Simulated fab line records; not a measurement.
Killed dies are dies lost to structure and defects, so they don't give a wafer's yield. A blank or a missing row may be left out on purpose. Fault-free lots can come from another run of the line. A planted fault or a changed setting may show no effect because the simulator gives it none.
2 desks looking at one fault	flow ritCmos	every desk sees just its own numbers, and what lay behind them comes last

TOOL OWNER'S DESK, wetBench-03
The tool's own readings at RIT_REOX_CLEAN_00 (cleans in SC1, time 600 s): means of the sampled wafers that have a number, for each lot that ran on this tool. A lot is out of limits, marked OUT, if its mean lies more than 4 standard deviations from the usual mean; the brackets give that distance.
Columns: A = runLengthS at RIT_REOX_CLEAN_00, usual 628.1 s
lot	first seen here	A
L740	day 2 14:37	626.1
L744	day 3 15:35	628.1
L746	day 3 20:34	626.2
L755	day 6 03:23	303.3 (-99 or more) OUT
L758	day 6 09:44	302.8 (-99 or more) OUT
This desk finds L755, L758 out of limits, L755 being first, at day 6 03:23 (runLengthS at RIT_REOX_CLEAN_00). Within limits: L740, L744, L746.

THE METROLOGY DESK
Lot by lot, what the gauges showed, no matter which tool ran the lot: averages of those sampled wafers that carry a number. A lot is out of limits, marked OUT, if its mean lies more than 4 standard deviations from the usual mean; the brackets give that distance.
Columns: A = NRETRO_TW at RIT_NRETRO_TW_MEAS_10, usual 1049; B = NLDD_OVL at RIT_NLDD_OVL_MEAS_06, usual -1.0 nm
lot	first seen here	A	B
L740	day 2 07:20	1065	-0.9
L741	day 2 11:46	1036	-2.7
L742	day 2 18:04	1050	0.8
L743	day 2 21:52	1040	-0.4
L744	day 3 04:52	1050	-1.3
L746	day 3 13:41	1052	-2.7
L747	day 3 18:49	1066	-0.8
L748	day 4 01:55	1054	-2.5
L751	day 4 14:17	1054	-0.6
L755	day 5 16:29	1066	-2.4
L756	day 5 21:38	1068	0.2
L758	day 6 01:27	1036	0.0
L760	day 6 15:04	1051	0.3
L761	day 6 20:05	1055	-2.2
This desk's verdict: no lot among the 14 shows anything out of limits.

TAKEN TOGETHER
An alarm could have come from the tool owner's desk at day 6 03:23, on L755, L758.
From the metrology desk's view, nothing was out of limits.
The metrology desk holds a record of L755, L758, inside its limits.
On wetBench-03, each named lot ran RIT_REOX_CLEAN_00.

WHAT THE SIMULATOR PUT IN
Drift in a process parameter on wetBench-03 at RIT_REOX_CLEAN_00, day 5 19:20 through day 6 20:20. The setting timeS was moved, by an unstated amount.
Shown lots that were struck: L755, L758.
Time in hours from fault onset to the first out-of-limits reading at each desk: the tool owner's desk, 8.
